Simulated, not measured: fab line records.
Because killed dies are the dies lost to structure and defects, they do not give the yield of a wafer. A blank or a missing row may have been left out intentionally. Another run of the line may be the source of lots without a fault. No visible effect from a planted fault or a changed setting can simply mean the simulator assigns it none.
One fault through the eyes of 2 desks ; flow berkeley cmos170 ; each desk has only its own numbers; what lay behind them comes last

== DESK OF THE TOOL OWNER: implanter-02 ==
The tool's own readings at UCB170_PFIELD_IMPLANT_07, given as means over the sampled wafers that have a number, one for each lot that went through this tool. Marked OUT: a lot whose mean sits more than 4 standard deviations from the usual mean, which makes it out of limits; the brackets give that distance.
Columns: A = beam energy keV at UCB170_PFIELD_IMPLANT_07, usual 79.998; B = dose ions cm2 at UCB170_PFIELD_IMPLANT_07, usual 2.0002e+13; C = faraday current uA at UCB170_PFIELD_IMPLANT_07, usual 63.4
lot;first seen here;A;B;C
L409;day 5 04:53;79.970;1.9997e+13;61.4
L411;day 5 20:10;80.030;1.9980e+13;63.3
L413;day 5 20:43;79.979;2.0005e+13;64.2
L414;day 6 05:06;80.008;2.0004e+13;63.7
L420;day 7 13:53;79.984;1.9395e+13 (-29) OUT;61.0
L424;day 7 21:29;79.982;1.9407e+13 (-28) OUT;61.0
This desk's verdict: out of limits on L420, L424, starting with L420 at day 7 13:53 (dose ions cm2 at UCB170_PFIELD_IMPLANT_07). In limits: L409, L411, L413, L414.

== AT THE METROLOGY DESK ==
Lot by lot, what the gauges showed, no matter which tool ran the lot: averages of those sampled wafers that carry a number. Marked OUT: a lot whose mean sits more than 4 standard deviations from the usual mean, which makes it out of limits; the brackets give that distance.
Columns: A = NWELL_TW at UCB170_NWELL_TW_MEAS_16, usual 1236; B = PWELL_OVL at UCB170_PWELL_OVL_MEAS_13, usual -3 nm; C = ACTIVE_OVL at UCB170_ACTIVE_OVL_MEAS_14, usual 1 nm
lot;first seen here;A;B;C
L409;day 2 10:01;1225;-6;3
L410;day 2 19:09;1249;-2;-7
L411;day 3 10:11;1251;-8;-3
L413;day 3 10:46;1252;-5;2
L414;day 3 14:58;1257;-1;-7
L418;day 4 10:49;1251;-5;7
L419;day 4 16:08;1221;-3;-4
L420;day 4 23:04;1220;-5;-2
L424;day 5 18:25;1251;4;4
L427;day 6 06:31;1225;-2;3
L429;day 6 19:59;1227;-2;-7
L430;day 7 09:21;1225;-2;4
L431;day 7 09:32;1249;-6;-4
L432;day 7 17:38;1229;5;4
Result from this desk: across the 14 lots, nothing is out of limits.

== TAKEN TOGETHER ==
The tool owner's desk could have raised an alarm at day 7 13:53, on L420, L424.
At the metrology desk, nothing out of limits was observed.
The metrology desk has L420, L424 on record, within its limits.
UCB170_PFIELD_IMPLANT_07 was run on implanter-02 by each of the lots named.

== WHAT THE SIMULATOR HAD INSERTED ==
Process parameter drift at UCB170_PFIELD_IMPLANT_07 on implanter-02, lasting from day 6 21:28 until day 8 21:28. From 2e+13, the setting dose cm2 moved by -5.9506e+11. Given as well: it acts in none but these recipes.
Lots struck among those shown: L420, L424.
How many hours passed from the start of the fault until each desk's first out-of-limits reading: the tool owner's desk, 16.
